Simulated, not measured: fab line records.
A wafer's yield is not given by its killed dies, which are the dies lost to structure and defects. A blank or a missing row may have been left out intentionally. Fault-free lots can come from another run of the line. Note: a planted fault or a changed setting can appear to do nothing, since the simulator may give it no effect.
A struck lot beside a sound one + flow berkeley cmos170 + 23 steps out of a route of 331
Sound: these wafers, L344.3, L344.4, L344.6. Struck: wafers L345.2, L345.5, L345.6. The cause is named last.
At each step with rows: each side's tool, then ch and its chambers, then its first start. Under that, the readings that differ: sound wafers + struck wafers + difference of the means + sigmas: that difference in standard deviations of wafers without a fault.
alike: readings whose means differ by less than 2 such deviations, and words and numbers that are the same on both sides. not compared: withheld readings, readings that some wafer has no value for, bounds like >300 that may hide the same value, and numbers for which the record gives no deviation and whose values overlap.
Wherever a step has rows on one side only, a row that says differs or no value, or a row with sigmas, the two part there. Non-overlapping numbers with no deviation appear without sigmas and do not part them. A reading that every wafer of one side lacks parts them only if that side has two wafers or more.

UCB170_NWELL_ETCH_13: etches Si3N4 in CH3F/Ar/O2, stops on SiO2, target depth 246.4 nm, time 154 s.
  sound on rie diel-01 ch 0,1,3, day 3 05:41; struck on rie diel-04 ch 1,2,3, day 3 12:23
  alike: drypump motor current A, oes product au, throttle valve pct
  not compared: rf hours counter h
next, for these wafers, 1 step has no rows: UCB170_NWELL_IMPLANT_14.
UCB170_NWELL_STRIP_15: strips in O2.
  sound on plasma asher-04 ch 0,1, day 3 05:59; struck on plasma asher-02 ch 0,1, day 3 12:38
  alike: drypump motor current A, oes product au, strip time to endpoint s
  not compared: rf hours counter h
UCB170_NWELL_TW_MEAS_16:
  sound: film metro-04 at day 3 06:04; struck: film metro-02 at day 3 12:45
  alike: NWELL_TW
then, 6 steps without rows for these wafers: UCB170_NWELL_CLEAN_17 (cleans in SPM, time 600 s); UCB170_NWELL_WET_ETCH_18 (etches Si3N4 in H3PO4, time 14400 s); UCB170_NWELL_WET_ETCH_19 (etches SiO2 in BOE, time 22 s); UCB170_PWELL_CLEAN_00 (cleans in SPM, time 600 s); UCB170_PWELL_CLEAN_01 (cleans in dHF, time 60 s); UCB170_PWELL_OXIDATION_02 (target thk 26.4 nm, ox time 1260 s).
UCB170_PWELL_THK_MEAS_03:
  sound: film metro-03 at day 3 14:40; struck: film metro-01 at day 3 21:50
  alike: PWELL_OXIDE_THK
then, 1 step without rows for these wafers: UCB170_PWELL_ANNEAL_04 (time 900 s).
UCB170_PWELL_CVD_05: deposits Si3N4 from SiH2Cl2/NH3, target thk 220 nm, time 3300 s.
  sound on lpcvd-02 ch 1, day 3 18:00; struck on lpcvd-02 ch 0, day 4 00:54
| reading                                 | sound             | struck            | difference | sigmas |
|-----------------------------------------|-------------------|-------------------|------------|--------|
| susceptor temp C (C)                    | 799.1 800.0 799.9 | 800.4 800.6 800.3 | +0.8       | +2     |
| model.Si3N4_of_PWELL_CVD_05.thk nm (nm) | 223.2 222.2 222.2 | 168.4 168.9 167.5 | -54.3      |        |
  alike: zone power centre pct
UCB170_PWELL_THK_MEAS_06:
  sound: film metro-04 at day 3 19:56; struck: film metro-01 at day 4 03:03
| reading                | sound             | struck            | difference | sigmas |
|------------------------|-------------------|-------------------|------------|--------|
| PWELL_NITRIDE_THK (nm) | 223.2 222.3 222.2 | 168.4 168.9 167.5 | -54.3      | -26    |
  not compared: hold
then, 5 steps without rows for these wafers: UCB170_PWELL_COAT_08 (resist thk 900 nm); UCB170_PWELL_SOFTBAKE_09 (time 60 s); UCB170_PWELL_EXPOSE_10 (exposes mask PWELL, target cd 3000 nm); UCB170_PWELL_PEB_11; UCB170_PWELL_DEVELOP_12 (develop time 45 s).
UCB170_PWELL_OVL_MEAS_13:
  sound: overlay-01 at day 3 22:14; struck: overlay-02 at day 4 10:58
  alike: PWELL_OVL
UCB170_PWELL_ETCH_14: etches Si3N4 in CH3F/Ar/O2, stops on SiO2, target depth 242 nm, time 151 s.
  sound on rie diel-04 ch 1,2, day 3 22:16; struck on rie diel-04 ch 0,2,3, day 4 11:00
| reading                  | sound             | struck            | difference | sigmas |
|--------------------------|-------------------|-------------------|------------|--------|
| oes product au (a.u.)    | 0.938 0.961 0.969 | 0.806 0.795 0.825 | -0.147     | -9     |
| model.etch.depth nm (nm) | 223.2 222.2 222.2 | 168.4 168.9 167.5 | -54.3      |        |
  alike: drypump motor current A, throttle valve pct
  not compared: rf hours counter h
next, for these wafers, 1 step has no rows: UCB170_PWELL_IMPLANT_15.
UCB170_M3_PROBE_99:
  the record has rows for the sound wafers here (prober-02, day 8 10:06) and none for the struck ones

WHERE THEY PART
At UCB170_PWELL_CVD_05 first; at UCB170_M3_PROBE_99 last (within this record only).

WHY: what had been put in by the simulator
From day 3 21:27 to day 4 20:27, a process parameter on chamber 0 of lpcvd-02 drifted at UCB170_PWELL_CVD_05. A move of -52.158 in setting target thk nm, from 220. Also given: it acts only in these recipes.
